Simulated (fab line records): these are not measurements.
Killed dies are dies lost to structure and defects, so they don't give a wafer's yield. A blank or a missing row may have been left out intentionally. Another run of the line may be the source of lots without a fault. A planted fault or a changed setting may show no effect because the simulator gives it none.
fab line records	flow berkeleyCmos170	part 1 of 2: steps 1 to 32 of 43
[record] lots = 5	wafers = 15	lastDay = 10
route steps=331 shown NLDD@166 SPACER@171 PSD@175 NSD@187 BACKSIDE@199 SDANNEAL@204 PLDD@208
lots that met no fault: from a run of the same line without faults
startH: start of the lot's first displayed wafer, in hours after the record's first day	waitH: hours elapsed since this lot's preceding step	" identical to the entry in the row above	L1.1+2: several wafers, shown together as one row	- value missing, or start not given	* or withheld: withheld	< > ~ a bound
route shown NAME@n: a module of which the file shows steps, and the number in the route of the first	usual: mean and standard deviation over wafers with no fault	same: alike in all rows	chamber/n: place in a boat	sites: readings site by site	_std_site: their standard deviation	_edge_site: mean of outer sites minus mean of inner sites	radiusMm: for every site, how far away it sits from the centre of the wafer	mask NAME#n: copy n	behind: the most recent tool/chamber to have shaped the wafer	hold: the reason the lot was held/the length of the hold in hours/how it ended	device: which transistor (n, p or np) failed to switch	end of line: tests of these same wafers at the route's end	for a step that has no rows: nothing shown but its recipe	killed: count of dies lost to structure and defects at first sort (not the wafer's yield)	map: a wafer's dies, marking killed ones x, the rest . and places with no die _
set.NAME: the run value of the setting; set.NAME@STEP: its run value at that earlier step	model.NAME: the simulator's own value behind a step, which no gauge read
lots at some steps of the route; a table a step, a row a wafer
services: from which hour (startH, from the record's first day; less than 0 if before it) a tool's chamber was out of use, for how many hours, and why
[[steps]]
[step UCB170_NLDD_IMPLANT_08]
[recipe] species = As	doseCm2 = 5e+13	energyKev = 30	tiltDeg = 7	rotationDeg = 0
[usual] tiltDeg = 6.999/0.022
lot.wafer	tool	chamber	startH	waitH	tiltDeg
L078.2	implanter-02	0	170.46	0.0	7.024
L078.4	"	0	"	"	7.012
L078.5	"	0	"	"	7.004
L079.1	implanter-02	0	173.58	0.0	6.979
L079.3	"	0	"	"	7.006
L079.6	"	0	"	"	7.004
L080.1	implanter-03	0	173.81	0.0	6.992
L080.2	"	0	"	"	7.005
L080.4	"	0	"	"	6.979
L087.1	implanter-02	0	208.38	0.0	7.002
L087.3	"	0	"	"	6.958
L087.6	"	0	"	"	6.950
L086.2	implanter-03	0	209.75	0.0	7.036
L086.5	"	0	"	"	7.036
L086.6	"	0	"	"	6.986
[step UCB170_NLDD_IMPLANT_09]
[recipe] species = As	doseCm2 = 5e+13	energyKev = 30	tiltDeg = 7	rotationDeg = 180
[usual] tiltDeg = 7.002/0.022
lot.wafer	tool	chamber	startH	waitH	tiltDeg
L078.2	implanter-02	0	170.61	0.1	6.999
L078.4	"	0	"	"	7.002
L078.5	"	0	"	"	6.965
L079.1	implanter-02	0	173.73	0.1	6.980
L079.3	"	0	"	"	6.991
L079.6	"	0	"	"	6.966
L080.1	implanter-03	0	173.96	0.1	7.002
L080.2	"	0	"	"	7.014
L080.4	"	0	"	"	7.020
L087.1	implanter-02	0	208.53	0.1	7.033
L087.3	"	0	"	"	7.031
L087.6	"	0	"	"	7.048
L086.2	implanter-03	0	209.90	0.1	7.018
L086.5	"	0	"	"	6.963
L086.6	"	0	"	"	7.002
[step UCB170_NLDD_STRIP_10]
[recipe] chemistry = O2	powerW = 400	pressureMtorr = 3500	platenTempC = withheld	o2FlowSccm = 400	overashFraction = 0.5
[usual] drypumpMotorCurrentA = 5.7/0.38	oesProductAu = 0.734/0.0044	stripTimeToEndpointS = 21.61/0.067
lot.wafer	tool	chamber	startH	waitH	drypumpMotorCurrentA	oesProductAu	rfHoursCounterH	stripTimeToEndpointS
L078.2	plasmaAsher-04	0	170.73	0.1	6.0	0.726	39	21.53
L078.4	"	0	"	"	6.0	0.736	-	21.59
L078.5	"	1	"	"	6.1	0.738	-	21.59
L079.1	plasmaAsher-03	0	173.88	0.1	5.7	0.741	48	21.46
L079.3	"	1	"	"	5.2	0.734	-	21.53
L079.6	"	1	"	"	5.2	0.732	-	21.51
L080.1	plasmaAsher-04	0	174.11	0.1	6.0	0.740	40	21.57
L080.2	"	1	"	"	6.0	0.736	40	21.61
L080.4	"	1	"	"	6.1	0.733	-	21.55
L087.1	plasmaAsher-04	1	208.68	0.1	6.1	0.731	45	21.59
L087.3	"	1	"	"	6.1	0.729	-	21.62
L087.6	"	0	"	"	6.0	0.740	-	21.65
L086.2	plasmaAsher-04	1	210.03	0.1	6.1	0.739	45	21.68
L086.5	"	0	"	"	6.0	0.724	-	21.62
L086.6	"	1	"	"	6.1	0.733	-	21.66
[step UCB170_NLDD_TW_MEAS_11]
[usual] NLDD_TW = 2213/14
lot.wafer	tool	chamber	startH	waitH	NLDD_TW
L078.2	filmMetro-03	-	170.84	0.1	2220
L078.4	"	-	"	"	2218
L078.5	"	-	"	"	2213
L079.1	filmMetro-03	-	173.98	0.1	2222
L079.3	"	-	"	"	2215
L079.6	"	-	"	"	2229
L080.1	filmMetro-01	-	174.21	0.1	2182
L080.2	"	-	"	"	2183
L080.4	"	-	"	"	2190
L087.1	filmMetro-02	-	208.78	0.1	2219
L087.3	"	-	"	"	2225
L087.6	"	-	"	"	2224
L086.2	filmMetro-03	-	210.14	0.1	2209
L086.5	"	-	"	"	2219
L086.6	"	-	"	"	2211
[step UCB170_NLDD_CLEAN_12]
[recipe] chemistry = SPM	tempC = 120	timeS = 600
lot.wafer	tool	chamber	startH	waitH
L078.2+4+5	wetBench-01	1	170.89	0.0
L079.1+3+6	wetBench-01	0	174.04	0.1
L080.1+2+4	wetBench-01	2	174.39	0.2
L087.1+3+6	wetBench-01	3	208.98	0.2
L086.2+5+6	wetBench-04	2	210.19	0.0
[step UCB170_SPACER_CVD_00]
[recipe] material = SiO2	targetThkNm = 376	tempC = 390	precursor = TEOS/O2	timeS = 47	rfW = 562	pressureMtorr = 9000
[usual] heaterPowerW = 247/61
lot.wafer	tool	chamber	startH	waitH	heaterPowerW	sinceWetCleanH
L078.2	pecvd-04	0	171.07	0.0	252	143
L078.4	"	1	"	"	211	-
L078.5	"	2	"	"	248	-
L079.1	pecvd-02	1	174.21	0.0	235	25
L079.3	"	0	"	"	310	25
L079.6	"	1	"	"	238	-
L080.1	pecvd-04	0	174.56	0.0	251	146
L080.2	"	1	"	"	224	146
L080.4	"	2	"	"	280	-
L087.1	pecvd-03	1	209.15	0.0	188	395
L087.3	"	0	"	"	327	395
L087.6	"	0	"	"	368	-
L086.2	pecvd-04	2	210.36	0.0	271	182
L086.5	"	0	"	"	176	-
L086.6	"	2	"	"	279	-
[step UCB170_SPACER_THK_MEAS_01]
[recipe] reads = SiO2_of_SPACER_CVD_00
[usual] SPACER_TEOS_THK = 378/6.4
lot.wafer	tool	chamber	startH	waitH	SPACER_TEOS_THK[nm]
L078.2	filmMetro-04	-	171.12	0.0	377
L078.4	"	-	"	"	383
L078.5	"	-	"	"	393
L079.1	filmMetro-04	-	174.26	0.0	378
L079.3	"	-	"	"	381
L079.6	"	-	"	"	381
L080.1	filmMetro-01	-	174.61	0.0	375
L080.2	"	-	"	"	377
L080.4	"	-	"	"	384
L087.1	filmMetro-01	-	209.20	0.0	376
L087.3	"	-	"	"	362
L087.6	"	-	"	"	371
L086.2	filmMetro-01	-	210.41	0.0	381
L086.5	"	-	"	"	381
L086.6	"	-	"	"	383
[step UCB170_SPACER_ANNEAL_02]
[recipe] tempC = 900	timeS = 1800	ambient = N2
lot.wafer	tool	chamber	startH	waitH
L078.2+4+5	furnace-02	0	174.20	3.1
L079.1+3+6	furnace-02	0	177.37	3.1
L080.1+2+4	furnace-02	0	177.37	2.7
L086.2+5+6	furnace-01	0	212.05	1.6
L087.1+3+6	furnace-01	0	212.05	2.8
[step UCB170_SPACER_ETCHBACK_03]
[recipe] stopOn = Si	target = SiO2	chemistry = CHF3/CF4/Ar	CHF3_flow_sccm = 50	cf4FlowSccm = 10	Ar_flow_sccm = 120	pressureMtorr = 200	rfW = 500	targetDepthA = 3760	timeS = 100
[usual] drypumpMotorCurrentA = 5.3/0.38	oesProductAu = 0.908/0.017	throttleValvePct = 6.52/0.075
lot.wafer	tool	chamber	startH	waitH	drypumpMotorCurrentA	oesProductAu	rfHoursCounterH	throttleValvePct
L078.2	rieDiel-02	2	175.70	0.0	5.5	0.916	12	6.50
L078.4	"	1	"	"	5.0	0.918	-	6.49
L078.5	"	2	"	"	5.4	0.934	-	6.50
L079.1	rieDiel-04	0	178.87	0.0	5.0	0.919	61	6.48
L079.3	"	2	"	"	5.8	0.929	1	6.62
L079.6	"	2	"	"	5.8	0.929	-	6.62
L080.1	rieDiel-01	3	178.87	0.0	5.1	0.884	56	6.58
L080.2	"	0	"	"	5.3	0.920	52	6.43
L080.4	"	1	"	"	5.7	0.924	49	6.63
L087.1	rieDiel-04	2	213.55	0.0	5.8	0.919	3	6.62
L087.3	"	1	"	"	6.4	0.876	11	6.52
L087.6	"	3	"	"	5.6	0.884	-	6.52
L086.2	rieDiel-02	2	213.62	0.1	5.5	0.917	14	6.50
L086.5	"	3	"	"	5.3	0.920	-	6.50
L086.6	"	2	"	"	5.5	0.916	-	6.49
[step UCB170_PSD_HMDS_00]
[recipe] primeTimeS = 60	primeTempC = 100
lot.wafer	tool	chamber	startH	waitH
L078.2+4+5	lithoTrack-02	0	175.95	0.2
L080.1+2+4	lithoTrack-02	0	179.32	0.4
L079.1+3+6	lithoTrack-04	0	179.38	0.5
L087.1+3+6	lithoTrack-03	0	213.63	0.0
L086.2+5+6	lithoTrack-02	0	214.10	0.4
[step UCB170_PSD_COAT_01]
[recipe] resist = KrF	spinRpm = 1500	resistThkNm = 900
lot.wafer	tool	chamber	startH	waitH
L078.2+4+5	lithoTrack-02	0	176.10	0.1
L080.1+2+4	lithoTrack-02	0	179.47	0.1
L079.1+3+6	lithoTrack-04	0	179.53	0.1
L087.1+3+6	lithoTrack-03	0	213.78	0.1
L086.2+5+6	lithoTrack-02	0	214.25	0.1
[step UCB170_PSD_SOFTBAKE_02]
[recipe] resist = KrF	tempC = 130	timeS = 60
lot.wafer	tool	chamber	startH	waitH
L078.2+4+5	lithoTrack-02	0	176.25	0.1
L080.1+2+4	lithoTrack-02	0	179.62	0.1
L079.1+3+6	lithoTrack-04	0	179.68	0.1
L087.1+3+6	lithoTrack-03	0	213.93	0.1
L086.2+5+6	lithoTrack-02	0	214.40	0.1
[step UCB170_PSD_EXPOSE_03]
[recipe] maskId = PSELECT_MOD	na = 0.5	sigmaOuter = 0.6	sourceShape = conventional	targetCdNm = 1200	doseMj = 30
lot.wafer	tool	chamber	startH	waitH	mask
L078.2+4+5	krfScanner-02	0	176.59	0.3	PSELECT_MOD#0
L080.1+2+4	krfScanner-02	0	179.77	0.1	PSELECT_MOD#0
L079.1+3+6	krfScanner-01	0	180.01	0.3	PSELECT_MOD#0
L087.1+3+6	krfScanner-02	0	214.43	0.5	PSELECT_MOD#0
L086.2+5+6	krfScanner-01	0	214.69	0.3	PSELECT_MOD#0
[step UCB170_PSD_PEB_04]
[recipe] pebTempC = 130.6	pebTimeS = withheld	resist = KrF
lot.wafer	tool	chamber	startH	waitH
L078.2+4+5	lithoTrack-04	0	177.07	0.5
L080.1+2+4	lithoTrack-04	0	180.56	0.8
L079.1+3+6	lithoTrack-04	0	180.83	0.8
L087.1+3+6	lithoTrack-04	0	214.80	0.3
L086.2+5+6	lithoTrack-02	0	215.00	0.3
[step UCB170_PSD_DEVELOP_05]
[recipe] developer = TMAH	developTimeS = 45	resist = KrF	devTempC = 21
lot.wafer	tool	chamber	startH	waitH
L078.2+4+5	lithoTrack-04	0	-	-
L080.1+2+4	lithoTrack-04	0	-	-
L079.1+3+6	lithoTrack-04	0	-	-
L087.1+3+6	lithoTrack-04	0	-	-
L086.2+5+6	lithoTrack-02	0	-	-
[step UCB170_PSD_CD_MEAS_06]
[recipe] targetCdNm = 1200
[usual] cdNm = 1200.4/1.4
lot.wafer	tool	chamber	startH	waitH	cdNm
L078.2	cdSem-02	-	177.34	-	1201.9
L078.4	"	-	"	"	1201.5
L078.5	"	-	"	"	1202.0
L080.1	cdSem-01	-	180.83	-	1198.0
L080.2	"	-	"	"	1197.6
L080.4	"	-	"	"	1197.4
L079.1	cdSem-01	-	181.15	-	1202.3
L079.3	"	-	"	"	1201.0
L079.6	"	-	"	"	1200.8
L087.1	cdSem-01	-	215.07	-	1200.2
L087.3	"	-	"	"	1200.9
L087.6	"	-	"	"	1202.6
L086.2	cdSem-01	-	215.27	-	1200.3
L086.5	"	-	"	"	1201.4
L086.6	"	-	"	"	1200.0
[step UCB170_PSD_OVL_MEAS_07]
[usual] PSD_OVL = -3/6.1
lot.wafer	tool	chamber	startH	waitH	PSD_OVL[nm]
L078.2	overlay-01	-	177.45	0.1	-10
L078.4	"	-	"	"	-14
L078.5	"	-	"	"	-11
L080.1	overlay-01	-	180.95	0.1	-5
L080.2	"	-	"	"	0
L080.4	"	-	"	"	9
L079.1	overlay-02	-	181.27	0.1	-4
L079.3	"	-	"	"	0
L079.6	"	-	"	"	-4
L087.1	overlay-02	-	215.19	0.1	-14
L087.3	"	-	"	"	-5
L087.6	"	-	"	"	-5
L086.2	overlay-02	-	215.38	0.1	-3
L086.5	"	-	"	"	-9
L086.6	"	-	"	"	-2
[step UCB170_PSD_IMPLANT_08]
[recipe] species = B	doseCm2 = 3e+15	energyKev = 20	tiltDeg = 7
[usual] tiltDeg = 7.000/0.021
lot.wafer	tool	chamber	startH	waitH	tiltDeg
L078.2	implanter-03	0	177.51	0.0	7.009
L078.4	"	0	"	"	7.027
L078.5	"	0	"	"	6.993
L080.1	implanter-04	0	180.99	0.0	7.001
L080.2	"	0	"	"	6.972
L080.4	"	0	"	"	7.022
L079.1	implanter-03	0	181.31	0.0	6.996
L079.3	"	0	"	"	6.974
L079.6	"	0	"	"	6.966
L087.1	implanter-04	0	215.23	0.0	7.038
L087.3	"	0	"	"	6.991
L087.6	"	0	"	"	6.992
L086.2	implanter-03	0	215.43	0.0	7.009
L086.5	"	0	"	"	6.973
L086.6	"	0	"	"	6.986
[step UCB170_PSD_STRIP_09]
[recipe] chemistry = O2	powerW = 400	pressureMtorr = 3500	platenTempC = withheld	o2FlowSccm = 400	overashFraction = 0.5
[usual] drypumpMotorCurrentA = 5.7/0.39	oesProductAu = 0.600/0.0051	stripTimeToEndpointS = 29.35/0.068
lot.wafer	tool	chamber	startH	waitH	drypumpMotorCurrentA	oesProductAu	rfHoursCounterH	stripTimeToEndpointS
L078.2	plasmaAsher-04	1	177.63	0.1	6.1	0.599	40	29.28
L078.4	"	0	"	"	6.0	0.599	-	29.30
L078.5	"	0	"	"	6.0	0.595	-	29.42
L080.1	plasmaAsher-04	0	181.14	0.1	6.0	0.603	41	29.45
L080.2	"	1	"	"	6.1	0.602	41	29.38
L080.4	"	0	"	"	6.0	0.601	-	29.36
L079.1	plasmaAsher-02	0	181.46	0.1	5.2	0.603	41	29.35
L079.3	"	0	"	"	5.3	0.601	-	29.40
L079.6	"	0	"	"	5.2	0.597	-	29.38
L087.1	plasmaAsher-02	0	215.38	0.1	5.2	0.601	45	29.23
L087.3	"	1	"	"	6.1	0.598	-	29.26
L087.6	"	1	"	"	6.1	0.600	-	29.22
L086.2	plasmaAsher-03	0	215.56	0.1	5.7	0.603	51	29.35
L086.5	"	1	"	"	5.2	0.597	-	29.36
L086.6	"	0	"	"	5.7	0.599	-	29.30
[step UCB170_PSD_TW_MEAS_10]
[usual] PSD_TW = 2316/18
lot.wafer	tool	chamber	startH	waitH	PSD_TW
L078.2	filmMetro-03	-	177.74	0.1	2329
L078.4	"	-	"	"	2330
L078.5	"	-	"	"	2338
L080.1	filmMetro-01	-	181.24	0.1	2286
L080.2	"	-	"	"	2286
L080.4	"	-	"	"	2296
L079.1	filmMetro-01	-	181.56	0.1	2280
L079.3	"	-	"	"	2294
L079.6	"	-	"	"	2296
L087.1	filmMetro-02	-	215.48	0.1	2324
L087.3	"	-	"	"	2339
L087.6	"	-	"	"	2328
L086.2	filmMetro-01	-	215.68	0.1	2293
L086.5	"	-	"	"	2304
L086.6	"	-	"	"	2313
[step UCB170_PSD_CLEAN_11]
[recipe] chemistry = SPM	tempC = 120	timeS = 600
lot.wafer	tool	chamber	startH	waitH
L078.2+4+5	wetBench-02	1	177.79	0.0
L080.1+2+4	wetBench-02	2	181.30	0.1
L079.1+3+6	wetBench-03	0	181.62	0.1
L087.1+3+6	wetBench-02	3	215.54	0.1
L086.2+5+6	wetBench-01	1	215.73	0.0
[step UCB170_NSD_HMDS_00]
[recipe] primeTimeS = 60	primeTempC = 100
lot.wafer	tool	chamber	startH	waitH
L078.2+4+5	lithoTrack-02	0	177.99	0.0
L080.1+2+4	lithoTrack-04	0	181.56	0.1
L079.1+3+6	lithoTrack-01	0	181.81	0.0
L087.1+3+6	lithoTrack-02	0	215.71	0.0
L086.2+5+6	lithoTrack-04	0	215.93	0.0
[step UCB170_NSD_COAT_01]
[recipe] resist = KrF	spinRpm = 1500	resistThkNm = 900
lot.wafer	tool	chamber	startH	waitH
L078.2+4+5	lithoTrack-02	0	178.14	0.1
L080.1+2+4	lithoTrack-04	0	181.71	0.1
L079.1+3+6	lithoTrack-01	0	181.96	0.1
L087.1+3+6	lithoTrack-02	0	215.86	0.1
L086.2+5+6	lithoTrack-04	0	216.08	0.1
[step UCB170_NSD_SOFTBAKE_02]
[recipe] resist = KrF	tempC = 130	timeS = 60
lot.wafer	tool	chamber	startH	waitH
L078.2+4+5	lithoTrack-02	0	178.29	0.1
L080.1+2+4	lithoTrack-04	0	181.86	0.1
L079.1+3+6	lithoTrack-01	0	182.11	0.1
L087.1+3+6	lithoTrack-02	0	216.01	0.1
L086.2+5+6	lithoTrack-04	0	216.23	0.1
[step UCB170_NSD_EXPOSE_03]
[recipe] maskId = NSELECT_MOD	na = 0.5	sigmaOuter = 0.6	sourceShape = conventional	targetCdNm = 1200	doseMj = 30
lot.wafer	tool	chamber	startH	waitH	mask
L078.2+4+5	krfScanner-02	0	178.56	0.2	NSELECT_MOD#0
L080.1+2+4	krfScanner-02	0	182.13	0.2	NSELECT_MOD#0
L079.1+3+6	krfScanner-01	0	182.39	0.2	NSELECT_MOD#0
L087.1+3+6	krfScanner-02	0	216.37	0.3	NSELECT_MOD#0
L086.2+5+6	krfScanner-01	0	216.63	0.4	NSELECT_MOD#0
[step UCB170_NSD_PEB_04]
[recipe] pebTempC = 130	pebTimeS = withheld	resist = KrF
lot.wafer	tool	chamber	startH	waitH
L078.2+4+5	lithoTrack-04	0	178.68	0.1
L080.1+2+4	lithoTrack-01	0	182.26	0.1
L079.1+3+6	lithoTrack-01	0	182.54	0.1
L087.1+3+6	lithoTrack-02	0	216.52	0.1
L086.2+5+6	lithoTrack-04	0	216.83	0.2
[step UCB170_NSD_DEVELOP_05]
[recipe] developer = TMAH	developTimeS = 45	resist = KrF	devTempC = 21
lot.wafer	tool	chamber	startH	waitH
L078.2+4+5	lithoTrack-04	0	-	-
L080.1+2+4	lithoTrack-01	0	-	-
L079.1+3+6	lithoTrack-01	0	-	-
L087.1+3+6	lithoTrack-02	0	-	-
L086.2+5+6	lithoTrack-04	0	-	-
[step UCB170_NSD_CD_MEAS_06]
[recipe] targetCdNm = 1200
[usual] cdNm = 1199.9/1.5
lot.wafer	tool	chamber	startH	waitH	cdNm
L078.2	cdSem-01	-	178.95	-	1197.0
L078.4	"	-	"	"	1198.8
L078.5	"	-	"	"	1197.4
L080.1	cdSem-02	-	182.54	-	1201.4
L080.2	"	-	"	"	1200.2
L080.4	"	-	"	"	1200.4
L079.1	cdSem-01	-	182.81	-	1199.7
L079.3	"	-	"	"	1200.1
L079.6	"	-	"	"	1199.1
L087.1	cdSem-01	-	216.80	-	1199.0
L087.3	"	-	"	"	1198.7
L087.6	"	-	"	"	1199.0
L086.2	cdSem-01	-	217.10	-	1202.9
L086.5	"	-	"	"	1202.5
L086.6	"	-	"	"	1201.8
[step UCB170_NSD_OVL_MEAS_07]
[usual] NSD_OVL = -3/5.7
lot.wafer	tool	chamber	startH	waitH	NSD_OVL[nm]
L078.2	overlay-01	-	179.06	0.1	-4
L078.4	"	-	"	"	1
L078.5	"	-	"	"	1
L080.1	overlay-02	-	182.66	0.1	-6
L080.2	"	-	"	"	-1
L080.4	"	-	"	"	-4
L079.1	overlay-01	-	182.93	0.1	-2
L079.3	"	-	"	"	6
L079.6	"	-	"	"	6
L087.1	overlay-01	-	216.92	0.1	5
L087.3	"	-	"	"	-5
L087.6	"	-	"	"	-3
L086.2	overlay-01	-	217.21	0.1	9
L086.5	"	-	"	"	3
L086.6	"	-	"	"	2
[step UCB170_NSD_IMPLANT_08]
[recipe] species = P	doseCm2 = 3e+15	energyKev = 40.4	tiltDeg = 7
[usual] tiltDeg = 7.000/0.02
lot.wafer	tool	chamber	startH	waitH	tiltDeg
L078.2	implanter-04	0	179.11	0.0	6.996
L078.4	"	0	"	"	6.968
L078.5	"	0	"	"	7.007
L080.1	implanter-04	0	182.69	0.0	6.996
L080.2	"	0	"	"	6.990
L080.4	"	0	"	"	7.016
L079.1	implanter-01	0	182.97	0.0	6.975
L079.3	"	0	"	"	7.010
L079.6	"	0	"	"	6.991
L087.1	implanter-04	0	216.95	0.0	6.994
L087.3	"	0	"	"	6.981
L087.6	"	0	"	"	7.004
L086.2	implanter-02	0	217.26	0.0	6.976
L086.5	"	0	"	"	6.984
L086.6	"	0	"	"	6.967
[step UCB170_NSD_STRIP_09]
[recipe] chemistry = O2	powerW = 400	pressureMtorr = 3500	platenTempC = withheld	o2FlowSccm = 400	overashFraction = 0.5
[usual] drypumpMotorCurrentA = 5.5/0.4	oesProductAu = 0.533/0.0046	stripTimeToEndpointS = 35.94/0.087
lot.wafer	tool	chamber	startH	waitH	drypumpMotorCurrentA	oesProductAu	rfHoursCounterH	stripTimeToEndpointS
L078.2	plasmaAsher-02	0	179.24	0.1	5.2	0.542	40	36.03
L078.4	"	1	"	"	6.1	0.529	-	36.00
L078.5	"	0	"	"	5.2	0.527	-	36.09
L080.1	plasmaAsher-01	0	182.84	0.1	5.7	0.528	9	35.93
L080.2	"	1	"	"	5.1	0.529	9	35.87
L080.4	"	1	"	"	5.1	0.538	-	35.95
L079.1	plasmaAsher-02	1	183.12	0.1	6.1	0.535	41	36.07
L079.3	"	1	"	"	6.1	0.531	-	36.08
L079.6	"	0	"	"	5.2	0.530	-	36.11
L087.1	plasmaAsher-03	1	217.10	0.1	5.2	0.534	51	35.86
L087.3	"	0	"	"	5.7	0.528	-	35.89
L087.6	"	1	"	"	5.2	0.532	-	35.93
L086.2	plasmaAsher-01	1	217.39	0.1	5.1	0.531	13	35.87
L086.5	"	1	"	"	5.1	0.526	-	35.83
L086.6	"	0	"	"	5.7	0.523	-	35.90
[step UCB170_NSD_TW_MEAS_10]
[usual] NSD_TW = 4180/30
lot.wafer	tool	chamber	startH	waitH	NSD_TW
L078.2	filmMetro-02	-	179.35	0.1	4187
L078.4	"	-	"	"	4217
L078.5	"	-	"	"	4202
L080.1	filmMetro-01	-	182.94	0.1	4152
L080.2	"	-	"	"	4138
L080.4	"	-	"	"	4140
L079.1	filmMetro-02	-	183.22	0.1	4224
L079.3	"	-	"	"	4194
L079.6	"	-	"	"	4184
L087.1	filmMetro-03	-	217.20	0.1	4179
L087.3	"	-	"	"	4204
L087.6	"	-	"	"	4210
L086.2	filmMetro-01	-	217.50	0.1	4120
L086.5	"	-	"	"	4113
L086.6	"	-	"	"	4128
